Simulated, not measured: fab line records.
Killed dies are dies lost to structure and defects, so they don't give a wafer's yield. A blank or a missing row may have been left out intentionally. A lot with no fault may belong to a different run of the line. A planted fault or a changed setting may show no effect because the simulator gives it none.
What tool caused it? + flow berkeley cmos170 + 14 lots, 42 wafers sampled, at 2 steps of a route of 331

== WHAT EACH GAUGE READ, for each wafer ==
UCB170_V2_CD_MEAS_12 targets a cd of 700 nm.
| lot  | measured     | on        | cd nm (nm)        |
|------|--------------|-----------|-------------------|
| L498 | day 8 11:22  | cd sem-02 | 700.3 701.0 701.3 |
| L499 | day 8 16:08  | cd sem-01 | 699.8 699.0 699.9 |
| L500 | day 9 01:20  | cd sem-01 | 700.6 700.7 700.6 |
| L503 | day 9 10:38  | cd sem-01 | 699.0 699.0 699.3 |
| L505 | day 10 05:09 | cd sem-02 | 697.9 699.2 698.1 |
| L509 | day 10 22:38 | cd sem-02 | 698.5 699.2 698.9 |
| L513 | day 12 02:41 | cd sem-01 | 699.4 700.3 698.1 |
| L512 | day 12 04:58 | cd sem-01 | 699.8 698.3 699.3 |
| L516 | day 13 15:01 | cd sem-02 | 697.2 697.0 698.5 |
| L517 | day 13 18:37 | cd sem-01 | 701.2 700.3 701.0 |
| L519 | day 14 06:06 | cd sem-02 | 700.1 699.9 699.0 |
| L518 | day 14 06:16 | cd sem-02 | 700.1 699.5 700.2 |
| L521 | day 14 08:38 | cd sem-02 | 698.5 698.2 697.5 |
| L520 | day 14 09:20 | cd sem-01 | 700.2 700.6 700.3 |

UCB170_V2_OVL_MEAS_13.
| lot  | measured     | on         | V2_OVL (nm) |
|------|--------------|------------|-------------|
| L498 | day 8 11:29  | overlay-01 | 11 6 2      |
| L499 | day 8 16:13  | overlay-02 | 3 3 -5      |
| L500 | day 9 01:25  | overlay-01 | -1 3 1      |
| L503 | day 9 10:46  | overlay-02 | 3 7 -2      |
| L505 | day 10 05:15 | overlay-02 | 0 7 7       |
| L509 | day 10 22:43 | overlay-01 | 2 -5 3      |
| L513 | day 12 02:48 | overlay-01 | 3 -5 3      |
| L512 | day 12 05:03 | overlay-02 | 10 2 0      |
| L516 | day 13 15:07 | overlay-02 | 1 -1 -4     |
| L517 | day 13 18:44 | overlay-02 | -1 -1 -7    |
| L519 | day 14 06:13 | overlay-02 | 16 10 10    |
| L518 | day 14 06:23 | overlay-02 | 2 6 3       |
| L521 | day 14 08:44 | overlay-02 | 4 5 11      |
| L520 | day 14 09:27 | overlay-01 | -2 5 -5     |

== WHAT TOOL EACH LOT RAN ON (gives the tool, then ch and the chambers of the sampled wafers, and finally the start) ==
No process step before these readings appears in the record.

== AS READ BY THE TOOLS THEMSELVES (means over the sampled wafers that have a number; for cases with no such wafer, the mark the record gives instead) ==
The record holds no such reading with a usual standard deviation.

== THE ANSWER, worked out from the rows above alone ==
Rule: the usual values come from the lots themselves. Put in order of their means at a reading, lots are off if they are a third of the lots or fewer, leave a main group of 4 or more, and stand apart from it by a gap of 3 or more times the standard deviation of the main group's means; of several such gaps the widest counts. A main group is skipped when, at the precision printed for the reading in the tables above, its means are all equal. Also off: a lot with no number at a reading for which 4 or more lots have one. Any other lot the step has rows for is counted as sound. Order of review: gauges by route order, followed by the tools' own readings, for which a lot's mean as printed above is used. At the first step where some lot is off, the reading lying furthest off is the one used; lots without a number count as furthest.
No lot is off at any reading shown: from this, nothing can be told.

== WHAT HAD BEEN PUT IN BY THE SIMULATOR ==
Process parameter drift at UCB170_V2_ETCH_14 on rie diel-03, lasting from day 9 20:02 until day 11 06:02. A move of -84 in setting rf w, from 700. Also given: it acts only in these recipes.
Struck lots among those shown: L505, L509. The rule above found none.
